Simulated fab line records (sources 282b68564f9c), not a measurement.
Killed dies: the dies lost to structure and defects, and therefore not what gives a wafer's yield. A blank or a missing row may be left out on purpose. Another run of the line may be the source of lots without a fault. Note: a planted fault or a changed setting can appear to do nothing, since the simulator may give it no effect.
A lot that was struck, set against a sound lot | flow rit-cmos | 44 out of 202 route steps
Sound: the wafers L569.1, L569.3, L569.5. Struck: wafers L573.1, L573.5, L573.6. The cause is given at the end.
Order at every step that has rows: each side's tool, ch and its chambers, its first start. Under that, the readings that differ: sound wafers | struck wafers | difference of the means | sigmas: that difference in standard deviations of wafers without a fault.
alike: readings with means less than 2 such deviations apart, plus words and numbers identical on both sides. not compared: withheld readings, readings lacking a value on some wafer, bounds such as >300 that could conceal the same value, and numbers that have no deviation in the record and whose values overlap.
Wherever a step has rows on one side only, a row that says differs or no value, or a row with sigmas, the two part there. Numbers that have no deviation but don't overlap get no sigmas and don't part them. Lack of a reading on every wafer of one side parts them only where that side has two or more wafers.

first, 3 steps without rows for these wafers: RIT_REOX_CLEAN_01 (cleans in dHF, time 30.56 s); RIT_REOX_CLEAN_02 (cleans in SC2, time 600 s); RIT_REOX_OXIDATION_03 (target thk 25.2 nm, ox time 5580 s).
RIT_REOX_THK_MEAS_04:
  sound: film-metro-04 at day 4 05:47; struck: film-metro-02 at day 5 02:28
  alike: REOX_OXIDE_THK
then, 6 steps without rows for these wafers: RIT_NLDD_HMDS_00 (prime time 60 s); RIT_NLDD_COAT_01 (resist thk 1000 nm); RIT_NLDD_SOFTBAKE_02 (time 60 s); RIT_NLDD_EXPOSE_03 (exposes mask M7, target cd 40700 nm); RIT_NLDD_PEB_04; RIT_NLDD_DEVELOP_05 (develop time 50 s).
RIT_NLDD_OVL_MEAS_06:
  sound: overlay-01 at day 4 06:42; struck: overlay-02 at day 5 03:23
  reading       | sound          | struck       | difference | sigmas
  NLDD_OVL (nm) | -1.6 -4.0 -2.0 | 0.7 -1.1 0.2 | +2.5       | +2
then, 1 step without rows for these wafers: RIT_NLDD_HARDBAKE_07 (time 60 s).
RIT_NLDD_IMPLANT_08:
  sound on implanter-04 ch 0, day 4 06:53; struck on implanter-04 ch 0, day 5 03:34
  reading            | sound                     | struck                      | difference | sigmas
  dose-ions-cm2      | 5.004e+14 5e+14 5.006e+14 | 6.51e+14 6.49e+14 6.497e+14 | +1.50e+14  | +99 or more
  faraday-current-uA | 1540 1570 1615            | 2067 2052 2006              | +467       | +15
  alike: beam-energy-keV
RIT_NLDD_STRIP_09: strips in O2, time 180 s.
  sound on plasma-asher-02 ch 0,1, day 4 07:02; struck on plasma-asher-04 ch 0,1, day 5 03:43
  alike: drypump-motor-current-A
  not compared: rf-hours-counter-h
RIT_NLDD_TW_MEAS_10:
  sound: film-metro-02 at day 4 07:13; struck: film-metro-03 at day 5 03:54
  reading | sound          | struck         | difference | sigmas
  NLDD_TW | 2489 2484 2479 | 2658 2645 2653 | +168       | +11
then, 6 steps without rows for these wafers: RIT_PLDD_HMDS_00 (prime time 60 s); RIT_PLDD_COAT_01 (resist thk 1000 nm); RIT_PLDD_SOFTBAKE_02 (time 60 s); RIT_PLDD_EXPOSE_03 (exposes mask M8, target cd 40900 nm); RIT_PLDD_PEB_04; RIT_PLDD_DEVELOP_05 (develop time 50 s).
RIT_PLDD_OVL_MEAS_06:
  sound: overlay-02 at day 4 08:14; struck: overlay-01 at day 5 04:49
  alike: PLDD_OVL
then, 2 steps without rows for these wafers: RIT_PLDD_HARDBAKE_07 (time 60 s); RIT_PLDD_IMPLANT_08.
RIT_PLDD_STRIP_09: strips in O2, time 180 s.
  sound on plasma-asher-02 ch 0,1, day 4 08:35; struck on plasma-asher-04 ch 0,1, day 5 05:08
  alike: drypump-motor-current-A
  not compared: rf-hours-counter-h
RIT_PLDD_TW_MEAS_10:
  sound: film-metro-04 at day 4 08:45; struck: film-metro-04 at day 5 05:19
  alike: PLDD_TW
then, 4 steps without rows for these wafers: RIT_SPACER_CLEAN_00 (cleans in SC1, time 600 s); RIT_SPACER_CLEAN_01 (cleans in dHF, time 30 s); RIT_SPACER_CLEAN_02 (cleans in SC2, time 600 s); RIT_SPACER_CVD_03 (deposits Si3N4 from SiH2Cl2/NH3, target thk 250 nm, time 3300 s).
RIT_SPACER_THK_MEAS_04:
  sound: film-metro-02 at day 4 11:08; struck: film-metro-01 at day 5 07:56
  alike: SPACER_NITRIDE_THK
RIT_SPACER_ETCHBACK_05: etches Si3N4 in SF6/CHF3, stops on SiO2, target depth 250 nm, time 240 s.
  sound on rie-diel-02 ch 1,3, day 4 11:11; struck on rie-diel-02 ch 0,1,2, day 5 07:59
  alike: drypump-motor-current-A, oes-product-au, throttle-valve-pct
  not compared: rf-hours-counter-h
then, 6 steps without rows for these wafers: RIT_NSD_HMDS_00 (prime time 60 s); RIT_NSD_COAT_01 (resist thk 1000 nm); RIT_NSD_SOFTBAKE_02 (time 60 s); RIT_NSD_EXPOSE_03 (exposes mask M9, target cd 40700 nm); RIT_NSD_PEB_04; RIT_NSD_DEVELOP_05 (develop time 50 s).
RIT_NSD_OVL_MEAS_06:
  sound: overlay-01 at day 4 12:22; struck: overlay-01 at day 5 09:07
  alike: NSD_OVL
then, 2 steps without rows for these wafers: RIT_NSD_HARDBAKE_07 (time 60 s); RIT_NSD_IMPLANT_08.
RIT_NSD_STRIP_09: strips in O2, time 180 s.
  sound on plasma-asher-03 ch 0,1, day 4 12:42; struck on plasma-asher-01 ch 0,1, day 5 09:28
  alike: drypump-motor-current-A
  not compared: rf-hours-counter-h
RIT_SDANNEAL_RS_MEAS_07: measurement is done with a four-point probe.
  sound: film-metro-04 at day 4 15:39; struck: film-metro-04 at day 5 12:19
  reading          | sound             | struck            | difference | sigmas
  NLDD_RS (ohm/sq) | 151.2 151.2 151.8 | 122.7 123.0 122.6 | -28.6      | -47
RIT_M1_PROBE_99:
  sound: prober-02 at day 4 23:02; struck: prober-02 at day 5 19:13
  reading                              | sound               | struck               | difference | sigmas
  model.etest.nmos_0p3.r-on-ohm-um     | 2182 2203 2177      | 2032 2037 2030       | -154       |
  model.etest.nmos_0p15.r-on-ohm-um    | 1143 1112 1111      | 1004 1025 980.3      | -119       |
  model.etest.nldd.rs-ohm-sq           | 373.5 376.3 365.7   | 279.8 277.4 274.4    | -94.6      |
  model.etest.nmos-turned.drive-ua-um  | 304.8 303.2 313.1   | 379 385.5 383.7      | +76        |
  model.etest.nmos_0p15.drive-ua-um    | 459 458 466.1       | 501 504.3 507.2      | +43        |
  model.etest.nldd.line-ohm-um         | 120.6 119.3 115.2   | 89.54 86.67 88.5     | -30.13     |
  model.etest.nmos_0p15.swing-mv-dec   | 86.11 85.84 86.14   | 86.69 86.89 86.7     | +0.73      |
  model.etest.nmos_0p15.off-log10-a-um | -10.27 -10.41 -10.3 | -9.624 -9.476 -9.748 | +0.711     |
  alike: killed-at-front-end, killed-dies, killed-open, killed-short

WHERE THEY PART
Earliest at RIT_NLDD_OVL_MEAS_06; latest, in this record, at RIT_SDANNEAL_RS_MEAS_07. Later steps at which nothing parts them and some readings are alike: RIT_M1_PROBE_99.

WHY: what the simulator had put in
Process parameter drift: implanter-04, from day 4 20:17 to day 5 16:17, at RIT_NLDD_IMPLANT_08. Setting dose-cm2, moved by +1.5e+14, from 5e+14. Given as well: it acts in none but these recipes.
